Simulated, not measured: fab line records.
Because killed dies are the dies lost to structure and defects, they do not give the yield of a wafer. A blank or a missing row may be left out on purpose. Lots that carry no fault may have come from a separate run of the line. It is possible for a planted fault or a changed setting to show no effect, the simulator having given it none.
Which tool did it? + flow berkeley cmos170 + 13 lots, 39 wafers sampled, at 7 steps of a route of 331

== WHAT THE GAUGES SHOWED, per wafer ==
UCB170_M1_RS_MEAS_01: measures by four-point-probe.
| lot  | measured     | on            | M1_AL_RS (ohm/sq)    |
|------|--------------|---------------|----------------------|
| L887 | day 7 11:00  | film metro-02 | 0.0487 0.0490 0.0485 |
| L889 | day 8 05:20  | film metro-02 | 0.0480 0.0488 0.0481 |
| L891 | day 8 14:25  | film metro-03 | 0.0481 0.0488 0.0484 |
| L893 | day 8 22:37  | film metro-02 | 0.0489 0.0488 0.0488 |
| L892 | day 9 07:07  | film metro-01 | 0.0486 0.0486 0.0486 |
| L894 | day 9 07:52  | film metro-02 | 0.0488 0.0489 0.0485 |
| L896 | day 9 12:44  | film metro-03 | 0.0486 0.0488 0.0488 |
| L895 | day 9 12:46  | film metro-02 | 0.0480 0.0482 0.0483 |
| L898 | day 9 18:50  | film metro-02 | 0.0479 0.0486 0.0486 |
| L897 | day 9 18:38  | film metro-01 | 0.0478 0.0486 0.0485 |
| L900 | day 10 15:50 | film metro-01 | 0.0491 0.0485 0.0489 |
| L904 | day 10 17:12 | film metro-02 | 0.0299 0.0486 0.0298 |
| L906 | day 11 08:41 | film metro-02 | 0.0474 0.0484 0.0473 |

UCB170_M1_THK_MEAS_02: measures by xrf.
| lot  | measured     | on            | M1_AL_THK (nm) |
|------|--------------|---------------|----------------|
| L887 | day 7 11:06  | film metro-02 | 609 605 609    |
| L889 | day 8 05:27  | film metro-02 | 612 597 611    |
| L891 | day 8 14:32  | film metro-03 | 605 594 601    |
| L893 | day 8 22:44  | film metro-02 | 600 601 602    |
| L892 | day 9 07:14  | film metro-01 | 600 601 603    |
| L894 | day 9 07:58  | film metro-02 | 603 601 608    |
| L896 | day 9 12:51  | film metro-03 | 604 600 603    |
| L895 | day 9 12:52  | film metro-02 | 613 612 610    |
| L898 | day 9 18:57  | film metro-02 | 614 607 608    |
| L897 | day 9 18:45  | film metro-01 | 609 597 599    |
| L900 | day 10 15:57 | film metro-01 | 598 601 602    |
| L904 | day 10 17:19 | film metro-02 | 969 604 981    |
| L906 | day 11 08:47 | film metro-02 | 622 609 622    |

UCB170_V1_OVL_MEAS_13.
| lot  | measured     | on         | V1_OVL (nm) |
|------|--------------|------------|-------------|
| L887 | day 7 19:10  | overlay-02 | 9 4 -3      |
| L889 | day 8 14:22  | overlay-01 | 8 -1 8      |
| L891 | day 9 01:01  | overlay-02 | -7 -10 -6   |
| L893 | day 9 10:13  | overlay-01 | -2 -1 -4    |
| L892 | day 9 15:13  | overlay-01 | 1 6 14      |
| L894 | day 9 14:59  | overlay-02 | 0 -7 -3     |
| L896 | day 9 19:40  | overlay-01 | -2 -3 -10   |
| L895 | day 9 19:53  | overlay-02 | 1 -6 -6     |
| L898 | day 10 03:55 | overlay-01 | 0 7 -6      |
| L897 | day 10 01:22 | overlay-01 | 2 1 3       |
| L900 | day 10 23:44 | overlay-01 | 1 -1 -1     |
| L904 | day 10 23:53 | overlay-01 | -3          |
| L906 | day 11 17:05 | overlay-01 | 4 4 13      |

UCB170_V2_OVL_MEAS_13.
| lot  | measured     | on         | V2_OVL (nm) |
|------|--------------|------------|-------------|
| L887 | day 8 02:43  | overlay-02 | -4 4 -7     |
| L889 | day 8 21:54  | overlay-02 | 4 7 -1      |
| L891 | day 9 06:04  | overlay-01 | -2 6 0      |
| L893 | day 9 16:37  | overlay-02 | -8 -11 -1   |
| L892 | day 9 21:44  | overlay-02 | -4 -10 -7   |
| L894 | day 9 20:01  | overlay-02 | 3 0 -9      |
| L896 | day 10 05:04 | overlay-01 | -1 -2 -3    |
| L895 | day 10 05:17 | overlay-01 | -6 -1 3     |
| L898 | day 10 09:08 | overlay-02 | 4 4 8       |
| L897 | day 10 07:59 | overlay-01 | 0 -2 -6     |
| L900 | day 11 06:37 | overlay-02 | -1 0 0      |
| L904 | day 11 06:55 | overlay-01 | -5          |
| L906 | day 11 22:10 | overlay-01 | -5 -6 -2    |

== TOOL THAT RAN EACH LOT (tool first, then ch and the chambers of the sampled wafers, then the start) ==
| lot  | UCB170_GATE_ETCH_14               | UCB170_M1_SPUTTER_00         | UCB170_M1_METAL_ETCH_12           |
|------|-----------------------------------|------------------------------|-----------------------------------|
| L887 | rie diel-02 ch 1,2, day 6 11:13   | pvd sputter-03, day 7 10:54  | rie metal-03 ch 0,1, day 7 12:57  |
| L889 | rie diel-02 ch 0,3, day 7 05:20   | pvd sputter-01, day 8 05:16  | rie metal-04 ch 1, day 8 06:47    |
| L891 | rie diel-03 ch 1,3, day 7 15:56   | pvd sputter-03, day 8 14:21  | rie metal-04 ch 1, day 8 16:03    |
| L893 | rie diel-02 ch 0,2,3, day 7 23:50 | pvd sputter-03, day 8 22:33  | rie metal-01 ch 0,1, day 9 01:18  |
| L892 | rie diel-04 ch 0,2,3, day 8 04:36 | pvd sputter-03, day 9 07:03  | rie metal-01 ch 1, day 9 08:28    |
| L894 | rie diel-03 ch 1,2,3, day 8 04:52 | pvd sputter-01, day 9 07:46  | rie metal-03 ch 0,1, day 9 09:14  |
| L896 | rie diel-03 ch 0,1,3, day 8 13:19 | pvd sputter-03, day 9 12:40  | rie metal-03 ch 0,1, day 9 14:43  |
| L895 | rie diel-02 ch 0,3, day 8 13:34   | pvd sputter-04, day 9 12:40  | rie metal-01 ch 0,1, day 9 14:08  |
| L898 | rie diel-02 ch 0,1, day 8 19:12   | pvd sputter-04, day 9 18:46  | rie metal-04 ch 0,1, day 9 20:18  |
| L897 | rie diel-03 ch 0,3, day 8 19:26   | pvd sputter-01, day 9 18:34  | rie metal-03 ch 0,1, day 9 20:00  |
| L900 | rie diel-02 ch 0,1, day 9 11:52   | pvd sputter-03, day 10 15:46 | rie metal-01 ch 0,1, day 10 17:11 |
| L904 | rie diel-04 ch 0,1,2, day 9 19:09 | pvd sputter-04, day 10 17:07 | rie metal-03 ch 0,1, day 10 18:31 |
| L906 | rie diel-04 ch 0,3, day 10 12:18  | pvd sputter-03, day 11 08:35 | rie metal-03 ch 0,1, day 11 11:05 |
- UCB170_GATE_ETCH_14: etches BARC in N2/H2.
- UCB170_M1_SPUTTER_00: material Al, target thk 600 nm, time 80 s.
- UCB170_M1_METAL_ETCH_12: etches Al in Cl2/BCl3, stops on PSG, target depth 780 nm, time 130 s.

== WHAT THE TOOLS THEMSELVES READ (means of the sampled wafers that have a number; where no wafer has one, the mark that the record gives instead) ==
UCB170_GATE_ETCH_14.
| lot  | tool        | drypump motor current A (A) | oes product au (a.u.) | throttle valve pct (%) |
|------|-------------|-----------------------------|-----------------------|------------------------|
| L887 | rie diel-02 | 5.7                         | 1.038                 | 13.00                  |
| L889 | rie diel-02 | 5.3                         | 0.998                 | 13.26                  |
| L891 | rie diel-03 | 5.6                         | 1.010                 | 13.48                  |
| L893 | rie diel-02 | 5.5                         | 1.015                 | 13.15                  |
| L892 | rie diel-04 | 5.6                         | 0.999                 | 13.03                  |
| L894 | rie diel-03 | 5.7                         | 1.002                 | 13.52                  |
| L896 | rie diel-03 | 5.7                         | 0.996                 | 13.30                  |
| L895 | rie diel-02 | 5.4                         | 1.017                 | 13.30                  |
| L898 | rie diel-02 | 5.3                         | 0.997                 | 13.19                  |
| L897 | rie diel-03 | 5.9                         | 0.987                 | 13.10                  |
| L900 | rie diel-02 | 5.5                         | 0.997                 | 13.17                  |
| L904 | rie diel-04 | 5.2                         | 0.985                 | 13.16                  |
| L906 | rie diel-04 | 5.6                         | 1.011                 | 13.00                  |

UCB170_M1_SPUTTER_00.
| lot  | tool           | throttle valve pct (%) |
|------|----------------|------------------------|
| L887 | pvd sputter-03 | 29.9                   |
| L889 | pvd sputter-01 | 30.1                   |
| L891 | pvd sputter-03 | 30.0                   |
| L893 | pvd sputter-03 | 30.0                   |
| L892 | pvd sputter-03 | 30.2                   |
| L894 | pvd sputter-01 | 30.2                   |
| L896 | pvd sputter-03 | 29.8                   |
| L895 | pvd sputter-04 | 30.0                   |
| L898 | pvd sputter-04 | 29.8                   |
| L897 | pvd sputter-01 | 30.2                   |
| L900 | pvd sputter-03 | 30.2                   |
| L904 | pvd sputter-04 | 29.8                   |
| L906 | pvd sputter-03 | 30.5                   |

UCB170_M1_METAL_ETCH_12.
| lot  | tool         | drypump motor current A (A) | oes product au (a.u.) | throttle valve pct (%) |
|------|--------------|-----------------------------|-----------------------|------------------------|
| L887 | rie metal-03 | 5.9                         | 0.841                 | 24.42                  |
| L889 | rie metal-04 | 5.6                         | 0.873                 | 24.55                  |
| L891 | rie metal-04 | 5.6                         | 0.878                 | 24.54                  |
| L893 | rie metal-01 | 5.4                         | 0.874                 | 24.21                  |
| L892 | rie metal-01 | 5.5                         | 0.882                 | 24.30                  |
| L894 | rie metal-03 | 5.9                         | 0.843                 | 24.42                  |
| L896 | rie metal-03 | 6.1                         | 0.848                 | 24.50                  |
| L895 | rie metal-01 | 5.4                         | 0.886                 | 24.19                  |
| L898 | rie metal-04 | 5.5                         | 0.868                 | 24.56                  |
| L897 | rie metal-03 | 6.1                         | 0.845                 | 24.49                  |
| L900 | rie metal-01 | 5.3                         | 0.873                 | 24.10                  |
| L904 | rie metal-03 | 6.1                         | 0.949                 | 24.46                  |
| L906 | rie metal-03 | 5.9                         | 0.855                 | 24.41                  |

== THE ANSWER, worked out from the rows above alone ==
Rule: the lots themselves supply what counts as usual. Put in order of their means at a reading, lots are off if they are a third of the lots or fewer, leave a main group of 4 or more, and stand apart from it by a gap of 3 or more times the standard deviation of the main group's means; of several such gaps the widest counts. A main group whose means are all the same, to the digits that the tables above print for the reading, isn't used. Also off: a lot with no number at a reading for which 4 or more lots have one. Where the step has rows for the other lots, those lots are counted as sound. Order of review: gauges by route order, followed by the tools' own readings, for which a lot's mean as printed above is used. At the first step where some lot is off, the reading lying furthest off is the one used; lots without a number count as furthest.
Off: at UCB170_M1_RS_MEAS_01 (M1_AL_RS), L904. Main group: mean 0.0485 ohm/sq, sd 0.00032.
If a tool, at a process step before that reading, ran all the lots that are off and no sound lot after the first of them, it fits. Not tried: the gauges at UCB170_M1_RS_MEAS_01; whatever is off there is also off at UCB170_M1_METAL_ETCH_12, on other tools, and gauge error can't account for it. One candidate fits, namely pvd sputter-04 at UCB170_M1_SPUTTER_00. A fault onset in the window from L898 (day 9 18:46, its last sound lot) to L904 (day 10 17:07, its first lot off) fits.

== WHAT WAS PUT IN BY THE SIMULATOR ==
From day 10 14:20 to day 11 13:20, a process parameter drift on pvd sputter-04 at UCB170_M1_SPUTTER_00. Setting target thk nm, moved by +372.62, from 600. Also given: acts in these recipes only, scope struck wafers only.
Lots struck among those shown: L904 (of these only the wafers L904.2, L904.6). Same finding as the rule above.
